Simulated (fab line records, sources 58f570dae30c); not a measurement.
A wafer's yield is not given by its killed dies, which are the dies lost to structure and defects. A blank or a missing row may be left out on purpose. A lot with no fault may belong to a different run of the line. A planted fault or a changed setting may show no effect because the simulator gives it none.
Problem report, 8D (eight disciplines) form, completed by code	flow berkeley cmos170	the parts of the form that need people (team, actions taken, sign-off) are left out

== 1. THE PROBLEM ==
cd nm at UCB170_NLDD_CD_MEAS_06 reads a mean of 1137.5 nm on 6 wafers of 2 lots; wafers without a fault read 1200.4 nm with a standard deviation of 1.6. That is -39 standard deviations from the usual mean.
The step: target cd 1200 nm.
Earliest sighting: wafer L290.1 on cd sem-01 at day 11 12:55. The record holds 42 wafers of 14 lots with a number at this step. The rule behind "out" and "out of limits": a value lying over 4 standard deviations away from the usual mean. All remaining wafers that have a number are taken as sound.

== 2. WHAT IT IS; WHAT IT IS NOT ==
question	is	is not
which readings at this step	cd nm	-
which lots	L290, L292	L274, L275, L276, L277, L278, L279, L280, L281, L282, L287, L295, L297
which wafers of those lots	all that have a number	-
read on which gauges	cd sem-01	cd sem-02
when	from day 11 12:55	up to then (30 sound wafers); but 6 sound wafers of L295, L297 came after

== 3. WHAT RULES OUT EACH SUSPECT ==
Counting: a tool stays on the suspect list if, at a process step up to the reading, it processed all lots that are out and no sound lot following the first of them.
- the gauge at UCB170_NLDD_CD_MEAS_06 is ruled out. All the wafers that are out were read on cd sem-01, but those of them that UCB170_NLDD_EXPOSE_03 has rows for are out there too, on other tools.
- krf scanner-02 at UCB170_NLDD_EXPOSE_03 (exposes mask NSELECT, target cd 1200 nm): kept. It processed each lot that is out, first L290 at day 11 12:19, and no sound lot thereafter; up to then, the last sound lot it processed was L282 at day 9 23:04. Out on those wafers are its own readings of exposure dose mJ cm2.
The count leaves krf scanner-02 at UCB170_NLDD_EXPOSE_03.

== 4. THE CAUSE (what the simulator had put in) ==
Process parameter drift: krf scanner-02, from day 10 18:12 on, at UCB170_NLDD_EXPOSE_03. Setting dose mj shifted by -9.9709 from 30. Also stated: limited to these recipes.
Only this tool survived the counting.

== 5. THE CHAIN OF EFFECTS, in route order ==
Each row: a reading where the mean over the struck wafers with a number is more than 3 standard deviations away from the usual. Readings are gone through only where the record gives a usual standard deviation; hours: the median, over the lots, of the time from a lot's start at the first step in this table giving one to that lot's start at this step; sigmas: the change measured in usual standard deviations.
hours	step	reading	usual	on struck wafers	change	sigmas
0	UCB170_NLDD_EXPOSE_03	exposure dose mJ cm2	30.002	21.015	-8.987	-99 or more
1	UCB170_NLDD_CD_MEAS_06	cd nm	1200.4 nm	1137.5	-62.9	-39
It contains these process steps:
- UCB170_NLDD_EXPOSE_03: exposes mask NSELECT, target cd 1200 nm.

== 6. WHAT WOULD HAVE CAUGHT IT SOONER ==
19 hours passed between the start of the fault at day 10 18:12 and the first reading out of limits at a measuring or inspecting step in this record, taken at day 11 12:55.
The tool's own readings at UCB170_NLDD_EXPOSE_03 were out on every struck wafer that the step has a row for (exposure dose mJ cm2): an alarm limit on them would have fired on the first of those.
L292, from the lots that are out (2), started UCB170_NLDD_EXPOSE_03 on krf scanner-02 later than day 11 12:55. A tool hold placed at that time would have kept it from harm.
